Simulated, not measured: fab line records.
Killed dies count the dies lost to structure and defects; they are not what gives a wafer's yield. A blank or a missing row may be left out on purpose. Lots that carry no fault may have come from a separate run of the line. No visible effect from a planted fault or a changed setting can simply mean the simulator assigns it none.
8D (eight disciplines) problem report, filled in by code | flow berkeleyCmos170 | the parts of the form that need people (team, actions taken, sign-off) are left out

== 1. PROBLEM STATEMENT ==
UCB170_GATE_ETCH_15, runLengthS: mean 87.1 s over 1 wafer from 1 lot; wafers with no fault: 84.3 s, standard deviation 0.52. Relative to the usual mean, that is a shift of +5.4 standard deviations.
The step: etches poly-Si in HBr/Cl2, stops on SiO2, time 56.3 s, target depth 278.2 nm.
Seen first at day 7 17:20 on rieSi-01, wafer L358.2. At this step, 15 wafers from 5 lots have a number in the record. By rule, "out" or "out of limits" means more than 4 standard deviations away from the usual mean. The rest of the wafers with a number are treated as sound.

== 2. WHAT IT IS, AND WHAT IT ISN'T ==
question                    | is               | is not
which readings at this step | runLengthS       | drypumpMotorCurrentA, oesProductAu, throttleValvePct
which lots                  | L358             | L352, L355, L356, L357
which wafers of those lots  | L358.2           | L358.1, L358.6
read on which tools         | rieSi-01         | rieSi-02
when                        | from day 7 17:20 | up to then (11 sound wafers); but 3 sound wafers of L357 came after

== 3. WHAT RULES OUT EACH SUSPECT ==
Counting: any tool at a process step up to the reading remains a suspect provided it ran every lot that is out. Sound lots after the first of them don't rule it out here, since some wafers of a struck lot are sound.
- rieDiel-04 at UCB170_GATE_ETCH_14 (etches BARC in N2/H2): kept. L358, the lot that is out, went through it at day 7 17:18; up to then, the latest sound lot through it was L355 at day 7 08:42.
- rieSi-01 at UCB170_GATE_ETCH_15 (etches poly-Si in HBr/Cl2, stops on SiO2, time 56.3 s, target depth 278.2 nm): kept. L358, the lot that is out, went through it at day 7 17:20; up to then, the latest sound lot through it was L352 at day 6 13:07. Its own readings are out on those wafers: runLengthS.
- Within rieDiel-04 at UCB170_GATE_ETCH_14: the wafers that are out ran in chamber 0; their sound lot-mates ran in chambers 2, 3.
- Within rieSi-01 at UCB170_GATE_ETCH_15: the wafers that are out ran in chamber 2; their sound lot-mates ran in chambers 0, 3.
Remaining after the count are rieDiel-04 at UCB170_GATE_ETCH_14 and rieSi-01 at UCB170_GATE_ETCH_15.

== 4. THE CAUSE (what the simulator had put in) ==
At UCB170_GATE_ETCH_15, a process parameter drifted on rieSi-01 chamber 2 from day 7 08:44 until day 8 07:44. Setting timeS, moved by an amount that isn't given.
Of the 2 suspects that counting leaves, this tool is one.

== 5. THE EFFECT CHAIN, in route order ==
Each row: a reading whose mean over the struck wafers that have a number lies more than 3 standard deviations from the usual. Readings are gone through only where the record gives a usual standard deviation; hours: the median, over the lots, of the time from a lot's start at the first step in this table giving one to that lot's start at this step; sigmas: the change measured in usual standard deviations.
hours | step                | reading    | usual  | on struck wafers | change | sigmas
0     | UCB170_GATE_ETCH_15 | runLengthS | 84.3 s | 87.1             | +2.8   | +5.4
It contains these process steps:
- UCB170_GATE_ETCH_15: etches poly-Si in HBr/Cl2, stops on SiO2, time 56.3 s, target depth 278.2 nm.

== 6. WHAT WOULD HAVE CAUGHT IT SOONER ==
The fault began at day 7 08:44; the first out-of-limits reading in this record came at day 7 17:20, 9 hours later.
